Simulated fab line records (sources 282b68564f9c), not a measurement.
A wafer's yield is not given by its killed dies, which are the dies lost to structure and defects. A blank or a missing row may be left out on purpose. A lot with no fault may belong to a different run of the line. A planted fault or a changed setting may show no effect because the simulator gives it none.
fab line records -- flow rit-cmos
record: lots: 14, wafers: 42, last-day: 7
route steps=202 shown NRETRO@61
lots untouched by any fault: they come from a run of this same line in which no faults occurred
start-h: hours from the record's first day to the start of the lot's first wafer shown -- wait-h: time in hours since the lot's previous step -- " repeats the value in the row above -- L1.1+2: a single row standing in for several wafers -- - no value present, or no start provided -- * or withheld: withheld -- < > ~ a bound
route shown NAME@n: NAME is a module with steps in the file, n the number in the route of the first one -- usual: average and standard deviation across the fault-free wafers -- same: alike in all rows -- chamber/n: place in a boat -- sites: the reading at each site -- _std_site: how widely they spread, as a standard deviation -- _edge_site: the outer-site mean with the inner-site mean subtracted -- radius-mm: how far each site lies from the wafer's centre -- mask NAME#n: copy n -- behind: the last tool/chamber to shape the wafer -- hold: why the lot was held/for how many hours/how that ended -- device: the n, p or np transistor that did not switch -- end of line: the same wafers' tests at the end of the route -- step lacking rows: just its recipe -- killed: dies lost to structure and defects at the first sort, not the wafer's yield -- map: per-die view of a wafer (x killed, . not killed, _ where there is no die)
set.NAME: the run value of the setting; set.NAME@STEP: its run value at that earlier step -- model.NAME: the simulator's own value behind a step, which no gauge read
steps of the route over a sample of lots; a table a step, a row a wafer
services: a tool's chamber out of use, with start hour (start-h, from the record's first day; less than 0 if before it), hours out, and reason
== steps ==
step: RIT_NRETRO_IMPLANT_08
recipe: species: P, energy-kev: 70, dose-cm2: 1e+13, tilt-deg: 7
usual: dose-ions-cm2: 1e+13/9.9e+09, faraday-current-uA: 31.7/0.58
lot.wafer,tool,chamber,start-h,wait-h,dose-ions-cm2,faraday-current-uA
L572.1,implanter-02,0,30.99,0.2,1e+13,31.8
L572.5,implanter-02,0,30.99,0.2,1.0001e+13,31.1
L572.6,implanter-02,0,30.99,0.2,1.0012e+13,31.5
L573.1,implanter-03,0,37.54,0.2,1.0003e+13,30.4
L573.2,implanter-03,0,37.54,0.2,1.0013e+13,31.6
L573.6,implanter-03,0,37.54,0.2,1.0031e+13,32.1
L574.4,implanter-02,0,43.78,0.2,9.99e+12,31.0
L574.5,implanter-02,0,43.78,0.2,9.991e+12,32.2
L574.6,implanter-02,0,43.78,0.2,9.993e+12,31.6
L575.1,implanter-03,0,45.01,0.2,9.996e+12,31.5
L575.3,implanter-03,0,45.01,0.2,9.995e+12,31.8
L575.6,implanter-03,0,45.01,0.2,1.0001e+13,31.9
L576.2,implanter-02,0,50.37,0.2,9.994e+12,31.3
L576.4,implanter-02,0,50.37,0.2,1e+13,31.6
L576.6,implanter-02,0,50.37,0.2,1.0003e+13,32.2
L577.1,implanter-03,0,57.53,0.2,9.996e+12,32.1
L577.3,implanter-03,0,57.53,0.2,9.992e+12,31.9
L577.6,implanter-03,0,57.53,0.2,9.978e+12,32.3
L580.1,implanter-04,0,74.01,0.2,1.0003e+13,31.5
L580.5,implanter-04,0,74.01,0.2,9.99e+12,32.1
L580.6,implanter-04,0,74.01,0.2,9.993e+12,31.7
L581.1,implanter-04,0,78.96,0.2,9.999e+12,32.1
L581.2,implanter-04,0,78.96,0.2,9.988e+12,32.8
L581.3,implanter-04,0,78.96,0.2,9.995e+12,32.7
L582.1,implanter-02,0,80.45,0.2,9.999e+12,30.5
L582.5,implanter-02,0,80.45,0.2,9.993e+12,31.4
L582.6,implanter-02,0,80.45,0.2,9.998e+12,31.6
L583.2,implanter-04,0,85.52,0.2,9.998e+12,31.3
L583.4,implanter-04,0,85.52,0.2,1.0017e+13,31.4
L583.5,implanter-04,0,85.52,0.2,1.001e+13,31.7
L585.1,implanter-03,0,96.77,0.2,1.0007e+13,31.5
L585.4,implanter-03,0,96.77,0.2,9.999e+12,32.5
L585.5,implanter-03,0,96.77,0.2,1.0014e+13,32.0
L586.2,implanter-03,0,101.55,0.2,7.794e+12,24.3
L586.3,implanter-03,0,101.55,0.2,7.81e+12,24.6
L586.5,implanter-03,0,101.55,0.2,7.801e+12,25.3
L587.2,implanter-03,0,106.63,0.2,7.811e+12,25.1
L587.5,implanter-03,0,106.63,0.2,7.777e+12,25.4
L587.6,implanter-03,0,106.63,0.2,7.788e+12,24.6
L591.1,implanter-02,0,128.34,0.2,1.002e+13,32.8
L591.2,implanter-02,0,128.34,0.2,1.001e+13,32.1
L591.4,implanter-02,0,128.34,0.2,1.0003e+13,32.5
step: RIT_NRETRO_TW_MEAS_10
usual: NRETRO_TW: 1052/14
lot.wafer,tool,chamber,start-h,wait-h,NRETRO_TW
L572.1,film-metro-03,-,31.31,0.1,1042
L572.5,film-metro-03,-,31.31,0.1,1040
L572.6,film-metro-03,-,31.31,0.1,1042
L573.1,film-metro-02,-,37.86,0.1,1069
L573.2,film-metro-02,-,37.86,0.1,1071
L573.6,film-metro-02,-,37.86,0.1,1070
L574.4,film-metro-03,-,44.06,0.1,1037
L574.5,film-metro-03,-,44.06,0.1,1045
L574.6,film-metro-03,-,44.06,0.1,1036
L575.1,film-metro-03,-,45.34,0.1,1042
L575.3,film-metro-03,-,45.34,0.1,1037
L575.6,film-metro-03,-,45.34,0.1,1040
L576.2,film-metro-03,-,50.68,0.1,1042
L576.4,film-metro-03,-,50.68,0.1,1043
L576.6,film-metro-03,-,50.68,0.1,1045
L577.1,film-metro-03,-,57.86,0.1,1048
L577.3,film-metro-03,-,57.86,0.1,1046
L577.6,film-metro-03,-,57.86,0.1,1047
L580.1,film-metro-02,-,74.33,0.1,1059
L580.5,film-metro-02,-,74.33,0.1,1065
L580.6,film-metro-02,-,74.33,0.1,1061
L581.1,film-metro-02,-,79.29,0.1,1071
L581.2,film-metro-02,-,79.29,0.1,1070
L581.3,film-metro-02,-,79.29,0.1,1064
L582.1,film-metro-01,-,80.78,0.1,1067
L582.5,film-metro-01,-,80.78,0.1,1066
L582.6,film-metro-01,-,80.78,0.1,1065
L583.2,film-metro-02,-,85.83,0.1,1069
L583.4,film-metro-02,-,85.83,0.1,1068
L583.5,film-metro-02,-,85.83,0.1,1065
L585.1,film-metro-03,-,97.10,0.1,1035
L585.4,film-metro-03,-,97.10,0.1,1033
L585.5,film-metro-03,-,97.10,0.1,1036
L586.2,film-metro-03,-,101.86,0.1,959
L586.3,film-metro-03,-,101.86,0.1,954
L586.5,film-metro-03,-,101.86,0.1,957
L587.2,film-metro-03,-,106.94,0.1,950
L587.5,film-metro-03,-,106.94,0.1,952
L587.6,film-metro-03,-,106.94,0.1,958
L591.1,film-metro-03,-,128.67,0.1,1039
L591.2,film-metro-03,-,128.67,0.1,1033
L591.4,film-metro-03,-,128.67,0.1,1034
== services ==
tool,chamber,start-h,hours,kind
implanter-02,-,7.59,6.1,repair
implanter-02,-,63.05,8.7,repair
implanter-04,-,66.61,0.9,repair
implanter-02,-,71.75,4.6,pm
implanter-02,-,74.58,5.2,repair
implanter-03,-,75.54,5.0,repair
implanter-03,-,85.00,4.1,repair
implanter-04,-,89.28,13.6,repair
implanter-04,-,92.22,3.7,repair
implanter-02,-,94.75,9.8,pm
implanter-03,-,121.39,1.0,repair
== key ==
first-sign: step: RIT_NRETRO_IMPLANT_08, reading: dose-ions-cm2, direction: down, sigmas: 99+, usual: 1e+13, struck: 7.797e+12
effect: step: RIT_NRETRO_IMPLANT_08, reading: faraday-current-uA, direction: down, sigmas: 12, usual: 31.7, struck: 24.9
effect: step: RIT_NRETRO_TW_MEAS_10, reading: NRETRO_TW, direction: down, sigmas: 6.8, usual: 1052, struck: 955
met-at RIT_NRETRO_IMPLANT_08
struck-lots L586,L587
tester-left-out L586,L587
onset-between 96.77 101.55
fault: kind: process-parameter-drift, tool: implanter-03, chamber: -, onset-h: 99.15, steps: RIT_NRETRO_IMPLANT_08, channel: dose-cm2, offset: -2.2e+12, shape: step, end-h: 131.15, acts-in: these-recipes-only, stated: 1e+13
tester-left-out: of these lots the tester's yield and bins aren't shown, on N5 and GAA mostly nor the transistor test; their killed dies are dies lost to structure and defects alone, not to doping, threshold or leakage, so they don't give the yield
